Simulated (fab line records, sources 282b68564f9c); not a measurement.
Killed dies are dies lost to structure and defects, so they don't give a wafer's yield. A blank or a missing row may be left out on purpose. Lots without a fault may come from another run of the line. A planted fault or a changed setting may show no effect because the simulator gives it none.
fab line records | flow rit_cmos
record lots=7 wafers=21 last_day=7
route steps=202 shown SILICIDE@161 CONTACT@168 M1@202
lots that met no fault: from a run of the same line without faults
start_h: hours from the record's first day to the start of the lot's first wafer shown | wait_h: hours since the lot's step before | " the same as in the row above | L1.1+2: a row that stands for several wafers | - no value, or no start given | * or withheld: withheld | < > ~ a bound
route shown NAME@n: a module of which the file shows steps, and the number in the route of the first | usual: mean/standard deviation of fault-free wafers | same: alike in all rows | chamber/n: place in a boat | sites: the reading at each site | _std_site: their standard deviation | _edge_site: outer sites' mean less inner sites' | radius_mm: how far each site lies from the wafer's centre | mask NAME#n: copy n | behind: the tool/chamber that last shaped the wafer | hold: why the lot was held/for how many hours/how that ended | device: the transistor (n, p or np) that didn't switch | end of line: the same wafers' tests at the end of the route | a step without rows: its recipe alone | killed: dies lost to structure and defects at the first sort, not the wafer's yield | map: a wafer's dies, x killed, . not, _ none there
set.NAME: the setting as run; set.NAME@STEP: as run at that earlier step | model.NAME: the simulator's own value behind a step, which no gauge read
lots at some steps of the route; a table a step, a row a wafer
services: from which hour (start_h, from the record's first day; less than 0 if before it) a tool's chamber was out of use, for how many hours, and why
## steps
# step RIT_SILICIDE_WET_ETCH_00
# recipe chemistry=BOE target=SiO2 target_depth_nm=14 time_s=15 dry=n2_spin dilution=10:1 temp_c=21.5
# step RIT_SILICIDE_SPUTTER_01
# recipe material=Ti target_thk_nm=30 power_w=350 chamber_pressure_pa=0.6436 gas=Ar time_s=240 substrate_temp_c=25
# usual throttle_valve_pct=29.7/0.74
# columns lot.wafer tool chamber start_h wait_h throttle_valve_pct
L702.1 pvd_sputter-01 - 65.16 0.0 30.0
L702.4 " - " " 29.3
L702.6 " - " " 30.5
L713.3 pvd_sputter-03 - 116.28 0.0 28.0
L713.4 " - " " 30.0
L713.5 " - " " 28.9
L714.1 pvd_sputter-01 - 122.28 0.0 29.2
L714.2 " - " " 30.4
L714.5 " - " " 29.3
L718.4 pvd_sputter-01 - 145.63 0.0 29.1
L718.5 " - " " 30.2
L718.6 " - " " 29.1
L719.2 pvd_sputter-04 - 147.14 0.0 30.4
L719.4 " - " " 29.6
L719.5 " - " " 29.1
L720.1 pvd_sputter-01 - 149.28 0.0 29.1
L720.4 " - " " 30.3
L720.6 " - " " 29.4
L721.2 pvd_sputter-03 - 155.31 0.0 27.9
L721.3 " - " " 30.1
L721.6 " - " " 30.1
# step RIT_SILICIDE_RS_MEAS_02
# recipe thk_meas_gauge=four-point-probe reads=Ti_of_SILICIDE_SPUTTER_01
# usual SILICIDE_TI_RS=44.4/0.57
# columns lot.wafer tool chamber start_h wait_h SILICIDE_TI_RS[ohm/sq]
L702.1 film_metro-03 - 65.31 0.1 44.4
L702.4 " - " " 44.7
L702.6 " - " " 44.5
L713.3 film_metro-04 - 116.47 0.1 44.6
L713.4 " - " " 44.8
L713.5 " - " " 44.5
L714.1 film_metro-04 - 122.43 0.1 43.9
L714.2 " - " " 43.8
L714.5 " - " " 43.8
L718.4 film_metro-04 - 145.84 0.1 43.4
L718.5 " - " " 43.3
L718.6 " - " " 43.4
L719.2 film_metro-04 - 147.31 0.1 44.4
L719.4 " - " " 44.9
L719.5 " - " " 44.9
L720.1 film_metro-04 - 149.43 0.1 45.3
L720.4 " - " " 44.6
L720.6 " - " " 44.7
L721.2 film_metro-04 - 155.48 0.1 44.1
L721.3 " - " " 44.2
L721.6 " - " " 43.9
# step RIT_SILICIDE_THK_MEAS_03
# recipe thk_meas_gauge=xrf reads=Ti_of_SILICIDE_SPUTTER_01
# usual SILICIDE_TI_THK=30.1/0.33
# columns lot.wafer tool chamber start_h wait_h SILICIDE_TI_THK[nm]
L702.1 film_metro-03 - 65.43 0.1 30.2
L702.4 " - " " 30.0
L702.6 " - " " 30.1
L713.3 film_metro-04 - 116.57 0.1 29.9
L713.4 " - " " 29.8
L713.5 " - " " 29.9
L714.1 film_metro-04 - 122.55 0.1 30.4
L714.2 " - " " 30.4
L714.5 " - " " 30.3
L718.4 film_metro-04 - 145.93 0.1 30.6
L718.5 " - " " 30.5
L718.6 " - " " 30.6
L719.2 film_metro-04 - 147.42 0.1 29.9
L719.4 " - " " 29.7
L719.5 " - " " 29.7
L720.1 film_metro-04 - 149.55 0.1 29.6
L720.4 " - " " 29.8
L720.6 " - " " 29.7
L721.2 film_metro-04 - 155.59 0.1 30.1
L721.3 " - " " 30.1
L721.6 " - " " 30.3
# step RIT_SILICIDE_RTA_04
# recipe temp_c=650 time_s=10 idle_temp_c=25 ramp_up_s=5 ramp_down_s=5 cool_to_c=25 ambient=N2
# usual wafer_temp_C_max=652.5/0.58
# columns lot.wafer tool chamber start_h wait_h wafer_temp_C_max
L702.1 rtp_anneal-02 0 65.49 0.1 652.0
L702.4 " 0 " " 652.4
L702.6 " 0 " " 653.4
L713.3 rtp_anneal-01 0 116.64 0.1 652.2
L713.4 " 0 " " 653.3
L713.5 " 0 " " 652.7
L714.1 rtp_anneal-02 0 122.61 0.1 652.4
L714.2 " 0 " " 653.0
L714.5 " 0 " " 653.1
L718.4 rtp_anneal-02 0 145.99 0.1 652.2
L718.5 " 0 " " 652.9
L718.6 " 0 " " 653.1
L719.2 rtp_anneal-01 0 147.48 0.1 652.0
L719.4 " 0 " " 652.3
L719.5 " 0 " " 651.8
L720.1 rtp_anneal-02 0 149.61 0.1 652.7
L720.4 " 0 " " 652.1
L720.6 " 0 " " 652.6
L721.2 rtp_anneal-01 0 155.65 0.1 652.5
L721.3 " 0 " " 652.4
L721.6 " 0 " " 652.2
# step RIT_SILICIDE_WET_ETCH_05
# recipe chemistry=SPM target=Ti temp_c=90 time_s=120 dry=n2_spin
# step RIT_SILICIDE_RTA_06
# recipe temp_c=750 time_s=10 idle_temp_c=25 ramp_up_s=5 ramp_down_s=10 cool_to_c=25 ambient=N2
# usual wafer_temp_C_max=753.0/0.79
# columns lot.wafer tool chamber start_h wait_h wafer_temp_C_max
L702.1 rtp_anneal-01 0 65.59 0.0 752.2
L702.4 " 0 " " 751.4
L702.6 " 0 " " 751.9
L713.3 rtp_anneal-02 0 116.74 0.0 752.6
L713.4 " 0 " " 752.3
L713.5 " 0 " " 753.7
L714.1 rtp_anneal-01 0 122.72 0.0 752.7
L714.2 " 0 " " 752.1
L714.5 " 0 " " 752.4
L718.4 rtp_anneal-01 0 146.10 0.0 751.8
L718.5 " 0 " " 752.9
L718.6 " 0 " " 752.2
L719.2 rtp_anneal-02 0 147.59 0.0 753.3
L719.4 " 0 " " 753.2
L719.5 " 0 " " 752.7
L720.1 rtp_anneal-01 0 149.72 0.0 752.8
L720.4 " 0 " " 753.0
L720.6 " 0 " " 753.6
L721.2 rtp_anneal-02 0 155.76 0.0 753.1
L721.3 " 0 " " 754.2
L721.6 " 0 " " 752.6
# step RIT_CONTACT_CVD_00
# recipe material=SiO2 target_thk_nm=400 precursor=TEOS temp_c=390 time_s=61 rf_w=400
# usual heater_power_w=284/38
# columns lot.wafer tool chamber start_h wait_h heater_power_w
L702.1 pecvd-04 2 65.66 0.1 291
L702.4 " 1 " " 267
L702.6 " 0 " " 276
L713.3 pecvd-03 1 116.79 0.0 333
L713.4 " 1 " " 322
L713.5 " 2 " " 258
L714.1 pecvd-04 1 122.79 0.1 325
L714.2 " 2 " " 263
L714.5 " 2 " " 272
L718.4 pecvd-01 0 146.16 0.0 336
L718.5 " 1 " " 206
L718.6 " 2 " " 256
L719.2 pecvd-03 2 147.64 0.0 239
L719.4 " 1 " " 309
L719.5 " 0 " " 312
L720.1 pecvd-01 0 149.78 0.1 324
L720.4 " 2 " " 280
L720.6 " 1 " " 211
L721.2 pecvd-04 2 155.82 0.0 272
L721.3 " 1 " " 269
L721.6 " 0 " " 281
# step RIT_CONTACT_THK_MEAS_01
# recipe reads=SiO2_of_CONTACT_CVD_00
# usual CONTACT_TEOS_THK=399/5.3
# columns lot.wafer tool chamber start_h wait_h CONTACT_TEOS_THK[nm]
L702.1 film_metro-04 - 65.71 0.0 394
L702.4 " - " " 405
L702.6 " - " " 400
L713.3 film_metro-01 - 116.86 0.0 392
L713.4 " - " " 398
L713.5 " - " " 400
L714.1 film_metro-03 - 122.84 0.0 399
L714.2 " - " " 389
L714.5 " - " " 393
L718.4 film_metro-03 - 146.21 0.0 402
L718.5 " - " " 408
L718.6 " - " " 403
L719.2 film_metro-04 - 147.70 0.0 401
L719.4 " - " " 397
L719.5 " - " " 406
L720.1 film_metro-03 - 149.84 0.0 401
L720.4 " - " " 403
L720.6 " - " " 407
L721.2 film_metro-03 - 155.88 0.0 396
L721.3 " - " " 401
L721.6 " - " " 404
# step RIT_CONTACT_HMDS_02
# recipe prime_time_s=60 prime_temp_c=140
# step RIT_CONTACT_COAT_03
# recipe resist=NOVOLAK spin_rpm=3250 resist_thk_nm=1000
# step RIT_CONTACT_SOFTBAKE_04
# recipe resist=NOVOLAK temp_c=89.14 time_s=60
# step RIT_CONTACT_EXPOSE_05
# recipe mask_id=M11 na=0.6 source_shape=conventional sigma_outer=0.5 target_cd_nm=1000 dose_mj=250
# same sigma_outer=0.5
# columns lot.wafer tool chamber start_h wait_h mask model.CONTACT.overlay_x_nm
L702.1+4+6 iline_stepper-01 0 66.35 0.2 M11#0 -1.247
L713.3+4+5 iline_stepper-01 0 117.51 0.2 M11#0 0.3986
L714.1+2+5 iline_stepper-02 0 123.47 0.2 M11#0 0.8442
L718.4+5+6 iline_stepper-02 0 146.88 0.2 M11#0 0.4588
L719.2+4+5 iline_stepper-01 0 148.35 0.2 M11#0 6.04
L720.1+4+6 iline_stepper-01 0 150.45 0.1 M11#0 5.79
L721.2+3+6 iline_stepper-01 0 156.40 0.1 M11#0 5.621
# step RIT_CONTACT_PEB_06
# recipe resist=NOVOLAK temp_c=withheld time_s=withheld
# step RIT_CONTACT_DEVELOP_07
# recipe resist=NOVOLAK develop_time_s=120 dev_temp_c=23
# step RIT_CONTACT_CD_MEAS_08
# recipe target_cd_nm=1000
# usual cd_nm=1000.1/2.3
# columns lot.wafer tool chamber start_h wait_h cd_nm
L702.1 cd_sem-02 - 66.86 - 1001.8
L702.4 " - " " 999.8
L702.6 " - " " 1003.6
L713.3 cd_sem-01 - 118.03 - 995.2
L713.4 " - " " 997.0
L713.5 " - " " 997.4
L714.1 cd_sem-02 - 123.99 - 1003.3
L714.2 " - " " 999.9
L714.5 " - " " 1000.7
L718.4 cd_sem-02 - 147.39 - 998.7
L718.5 " - " " 997.5
L718.6 " - " " 998.6
L719.2 cd_sem-02 - 148.87 - 997.9
L719.4 " - " " 998.1
L719.5 " - " " 999.0
L720.1 cd_sem-02 - 151.12 - 1001.5
L720.4 " - " " 1003.2
L720.6 " - " " 1000.8
L721.2 cd_sem-01 - 156.91 - 999.7
L721.3 " - " " 1000.5
L721.6 " - " " 1000.1
# step RIT_CONTACT_OVL_MEAS_09
# usual CONTACT_OVL=-0.1/1.4
# columns lot.wafer tool chamber start_h wait_h CONTACT_OVL[nm]
L702.1 overlay-02 - 66.98 0.1 -2.4
L702.4 " - " " -2.0
L702.6 " - " " -2.8
L713.3 overlay-01 - 118.12 0.1 0.8
L713.4 " - " " -1.0
L713.5 " - " " 0.6
L714.1 overlay-01 - 124.11 0.1 1.1
L714.2 " - " " 0.8
L714.5 " - " " 1.3
L718.4 overlay-02 - 147.47 0.1 0.0
L718.5 " - " " 0.1
L718.6 " - " " -1.7
L719.2 overlay-02 - 148.97 0.1 5.1
L719.4 " - " " 5.4
L719.5 " - " " 4.9
L720.1 overlay-02 - 151.24 0.1 6.3
L720.4 " - " " 4.3
L720.6 " - " " 4.9
L721.2 overlay-01 - 157.02 0.1 4.8
L721.3 " - " " 5.1
L721.6 " - " " 7.4
# step RIT_CONTACT_HARDBAKE_10
# recipe resist=NOVOLAK temp_c=140 time_s=60
# step RIT_M1_PROBE_99
# usual killed_at_M0_to_M3=0.0/0.12 killed_at_front_end=7/3.2 killed_dies=7/3.2 killed_open=3.6/2.1 killed_short=3.5/2.1
# same gross_dies=264 killed_at_M4_up=0 killed_at_back_side=0 killed_at_contacts=0 killed_at_other=0
# columns lot.wafer tool chamber start_h wait_h killed_at_M0_to_M3 killed_at_front_end killed_dies killed_open killed_short model.etest.contact_to_gate.bv_right_v model.etest.contact_to_gate.bv_left_v
L702.1 prober-01 - 73.67 0.1 0 11 11 9 2 89.17 89.52
L702.4 prober-01 - 73.82 0.2 1 2 3 0 3 91.31 90.92
L702.6 prober-01 - 73.92 0.2 0 12 12 5 6 88.17 91.23
L713.3 prober-01 - 123.77 0.2 0 5 5 3 2 92.18 91.56
L713.4 prober-01 - 123.82 0.2 0 6 6 5 1 91.17 88.72
L713.5 prober-01 - 123.87 0.2 0 8 8 4 4 90.08 92.87
L714.1 prober-02 - 129.70 0.1 0 7 7 4 3 91.19 89.78
L714.2 prober-02 - 129.75 0.1 0 7 7 4 3 92.84 89.53
L714.5 prober-02 - 129.90 0.2 0 5 5 3 2 89.34 91.48
L718.4 prober-02 - 153.73 0.2 0 9 9 7 2 91.12 90.16
L718.5 prober-02 - 153.78 0.2 0 4 4 4 0 92.83 92.59
L718.6 prober-02 - 153.83 0.2 0 9 9 5 4 93.14 90.76
L719.2 prober-01 - 154.94 0.1 0 6 6 5 1 88.47 95.05
L719.4 prober-01 - 155.04 0.2 0 6 6 2 4 88.28 95.11
L719.5 prober-01 - 155.09 0.2 0 6 6 4 2 88.82 93.86
L720.1 prober-02 - 156.39 0.1 0 5 5 1 4 88.32 96.26
L720.4 prober-02 - 156.54 0.2 0 2 2 1 1 88.77 94.85
L720.6 prober-02 - 156.64 0.2 0 7 7 2 4 87.93 93.01
L721.2 prober-01 - 162.17 0.1 0 7 7 2 5 87.5 93.98
L721.3 prober-01 - 162.22 0.2 0 8 8 4 4 87.45 91.16
L721.6 prober-01 - 162.37 0.2 0 7 7 4 3 87.14 93.52
# killed by level:class
L702.1 REOX:geometric_particle:open=3 FOX1:geometric_particle:open=2 GATE:geometric_particle:open=2 FOX2:geometric_particle:open=1 GATE:geometric_particle:short=1 SPACER:geometric_particle:short=1 SILICIDE:geometric_particle:open=1
L702.4 GATE:geometric_particle:short=1 SPACER:geometric_particle:short=1 M1:geometric_particle:short=1
L702.6 GATE:geometric_particle:short=3 GATE:geometric_particle:open=3 REOX:geometric_particle:open=2 SILICIDE:geometric_particle:short=2 FOX2:geometric_particle:short=1 PLDD:coat_microbubble_printed=1
L713.3 GATE:geometric_particle:open=3 FOX1:geometric_particle:short=2
L713.4 FOX1:geometric_particle:open=2 GATE:geometric_particle:open=2 FOX2:geometric_particle:short=1 SPACER:geometric_particle:open=1
L713.5 GATE:geometric_particle:open=2 SPACER:geometric_particle:short=2 FOX2:geometric_particle:short=1 GATE:geometric_particle:short=1 REOX:geometric_particle:open=1 SPACER:geometric_particle:open=1
L714.1 REOX:geometric_particle:open=3 REOX:geometric_particle:short=2 GATE:geometric_particle:short=1 SILICIDE:geometric_particle:open=1
L714.2 GATE:geometric_particle:open=3 SILICIDE:geometric_particle:short=2 FOX2:geometric_particle:open=1 FOX2:geometric_particle:short=1
L714.5 GATE:geometric_particle:open=2 GATE:geometric_particle:short=1 REOX:geometric_particle:short=1 SILICIDE:geometric_particle:open=1
L718.4 GATE:geometric_particle:open=3 SPACER:geometric_particle:open=3 GATE:geometric_particle:short=1 REOX:geometric_particle:open=1 SPACER:geometric_particle:short=1
L718.5 GATE:geometric_particle:open=2 SPACER:geometric_particle:open=1 SILICIDE:geometric_particle:open=1
L718.6 GATE:geometric_particle:open=3 REOX:geometric_particle:short=2 FOX1:geometric_particle:open=1 FOX2:geometric_particle:short=1 FOX2:geometric_particle:open=1 SPACER:geometric_particle:short=1
L719.2 FOX1:geometric_particle:open=2 FOX2:geometric_particle:open=1 FOX2:geometric_particle:short=1 GATE:geometric_particle:open=1 SPACER:geometric_particle:open=1
L719.4 FOX1:geometric_particle:open=1 FOX1:geometric_particle:short=1 FOX2:geometric_particle:short=1 REOX:geometric_particle:short=1 SILICIDE:geometric_particle:open=1 SILICIDE:geometric_particle:short=1
L719.5 FOX1:geometric_particle:open=2 FOX1:geometric_particle:short=1 GATE:geometric_particle:short=1 SPACER:geometric_particle:open=1 SILICIDE:geometric_particle:open=1
L720.1 GATE:geometric_particle:short=2 REOX:geometric_particle:short=2 GATE:geometric_particle:open=1
L720.4 FOX1:geometric_particle:short=1 SILICIDE:geometric_particle:open=1
L720.6 GATE:geometric_particle:short=2 GATE:geometric_particle:open=1 REOX:geometric_particle:short=1 SPACER:geometric_particle:open=1 SILICIDE:geometric_particle:short=1 GATE:coat_microbubble_printed=1
L721.2 FOX1:geometric_particle:short=3 GATE:geometric_particle:short=1 GATE:geometric_particle:open=1 SILICIDE:geometric_particle:open=1 SILICIDE:geometric_particle:short=1
L721.3 GATE:geometric_particle:open=4 SILICIDE:geometric_particle:short=2 GATE:geometric_particle:short=1 SPACER:geometric_particle:short=1
L721.6 GATE:geometric_particle:short=2 FOX1:geometric_particle:open=1 GATE:geometric_particle:open=1 REOX:geometric_particle:open=1 SPACER:geometric_particle:short=1 SILICIDE:geometric_particle:open=1
## services
# columns tool chamber start_h hours kind
pvd_sputter-03 - 46.65 8.4 repair
pvd_sputter-04 - 48.98 4.7 repair
pecvd-01 - 58.50 1.1 repair
pvd_sputter-04 - 58.62 0.5 repair
pvd_sputter-03 - 65.27 1.1 repair
pvd_sputter-04 - 72.06 4.4 repair
pecvd-04 - 83.38 1.6 repair
iline_stepper-01 - 92.55 2.1 pm
iline_stepper-01 - 94.64 - consumable_replace:lamp
iline_stepper-01 - 95.12 1.7 pm
iline_stepper-01 0 95.21 - calibration
pecvd-03 1 122.06 20.6 repair
iline_stepper-02 - 134.84 8.9 pm
pecvd-04 - 149.19 1.7 repair
iline_stepper-02 0 153.96 - calibration
## key
first_sign step=RIT_CONTACT_OVL_MEAS_09 reading=CONTACT_OVL direction=up sigmas=3.8 usual=-0.1 struck=5.4
effect none on later readings
model_effect step=RIT_CONTACT_EXPOSE_05 value=CONTACT.overlay_x_nm without=-0.1125 struck=5.817
model_effect step=RIT_M1_PROBE_99 value=etest.contact_to_gate.bv_right_v without=91.04 struck=88.08
met_at RIT_CONTACT_EXPOSE_05
struck_wafers L719.2,L719.4,L719.5,L720.1,L720.4,L720.6,L721.2,L721.3,L721.6
tester_left_out L719,L720,L721
onset_between 117.51 148.35
also_fits time
fault kind=scanner_matching_overlay tool=iline_stepper-01 chamber=- onset_h=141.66 steps=RIT_CONTACT_EXPOSE_05 offset=5.9295
# tester_left_out: of these lots the tester's yield and bins aren't shown, on N5 and GAA mostly nor the transistor test; their killed dies are dies lost to structure and defects alone, not to doping, threshold or leakage, so they don't give the yield
